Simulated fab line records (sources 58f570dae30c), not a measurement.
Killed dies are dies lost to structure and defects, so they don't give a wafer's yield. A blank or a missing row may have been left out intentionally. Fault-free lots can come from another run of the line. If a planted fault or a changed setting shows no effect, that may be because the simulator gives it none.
Chamber matching	flow berkeley cmos170	UCB170_PLDD_CLEAN_12 on wet bench-04 has 3 sister chambers
The step cleans in SPM, time 600 s. 6 wafers are shown with their chamber, then 11 later ones without.

== WAFERS, EACH WITH ITS CHAMBER ==
wafer	chamber	bath guard temp C (C)	bath heat duty pct (%)
L988.5	3	119.2	14.8
L993.5	1	120.0	11.6
L993.6	1	120.2	14.1
L994.3	0	120.4	13.9
L994.5	0	120.4	13.3
L995.2	3	119.7	13.4

== WAFERS WITH NO CHAMBER GIVEN ==
wafer	bath guard temp C (C)	bath heat duty pct (%)
L995.3	119.5	12.7
L995.4	119.9	14.3
L997.2	119.9	14.2
L997.4	120.1	14.0
L997.6	119.9	13.1
L999.1	119.4	13.2
L999.5	119.5	13.4
L999.6	119.5	15.3
L998.2	120.0	12.6
L998.3	120.4	14.1
L998.5	120.3	13.7

== EACH ONE'S CHAMBER ==
wafer	from the rows above	in truth
L995.3	can't be placed: 3 or 1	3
L995.4	can't be placed: 1 or 3 or 0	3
L997.2	can't be placed: 1 or 3 or 0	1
L997.4	can't be placed: 1 or 0 or 3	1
L997.6	can't be placed: 1 or 3 or 0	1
L999.1	3	3
L999.5	3	3
L999.6	3	3
L998.2	can't be placed: 1 or 0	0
L998.3	can't be placed: 0 or 1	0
L998.5	can't be placed: 0 or 1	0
Correctly placed: 3 of 11. Cannot be placed on the basis of these rows: 8; the candidates contain the true chamber in 8. 0 placed wrongly.
How it was worked out, from the rows above alone: a wafer's distance from a chamber is the root of the sum, over the readings, of the square of ((its reading less the chamber's mean) divided by the reading's scatter). If the next closest chamber is less than 2 further off than the closest, the wafer can't be placed; otherwise it belongs to the closest. The mean given for a chamber averages the wafers shown for that chamber. The scatter is the square root of a quotient: the sum, over the shown wafers, of each reading's squared deviation from its chamber's mean, divided by wafers minus chambers.
